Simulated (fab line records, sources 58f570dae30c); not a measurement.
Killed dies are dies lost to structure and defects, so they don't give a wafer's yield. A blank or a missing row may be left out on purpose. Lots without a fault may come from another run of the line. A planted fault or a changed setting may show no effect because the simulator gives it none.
Which tool did it? | flow berkeley_cmos170 | 7 lots, 21 wafers sampled, at 1 step of a route of 331

WHAT THE GAUGES READ, wafer by wafer
UCB170_M2_RS_MEAS_02: measures by four-point-probe.
lot  | measured     | on            | M2_AL_RS (ohm/sq)
L156 | day 8 12:21  | film_metro-02 | 0.0325 0.0326 0.0323
L163 | day 9 18:20  | film_metro-02 | 0.0326 0.0325 0.0326
L164 | day 11 04:26 | film_metro-04 | 0.0324 0.0325 0.0326
L166 | day 11 06:14 | film_metro-04 | 0.0322 0.0323 0.0325
L167 | day 11 07:26 | film_metro-02 | 0.0321 0.0321 0.0319
L179 | day 14 07:35 | film_metro-04 | 0.0330 0.0333 0.0330
L174 | day 14 09:55 | film_metro-04 | 0.0329 0.0327 0.0327

WHICH TOOL RAN EACH LOT (tool, then ch and the chambers of the sampled wafers, then the start)
The record holds no process step before these readings.

THE ANSWER, worked out from the rows above alone
Rule: what is usual is taken from the lots themselves. Put in order of their means at a reading, lots are off if they are a third of the lots or fewer, leave a main group of 4 or more, and stand apart from it by a gap of 3 or more times the standard deviation of the main group's means; of several such gaps the widest counts. A main group whose means are all the same, to the digits that the tables above print for the reading, isn't used. A lot without any number at a reading at which 4 lots or more have one is off too. The other lots that the step has rows for count as sound.
No lot is off at any reading shown: from this, nothing can be told.

WHAT THE SIMULATOR HAD PUT IN
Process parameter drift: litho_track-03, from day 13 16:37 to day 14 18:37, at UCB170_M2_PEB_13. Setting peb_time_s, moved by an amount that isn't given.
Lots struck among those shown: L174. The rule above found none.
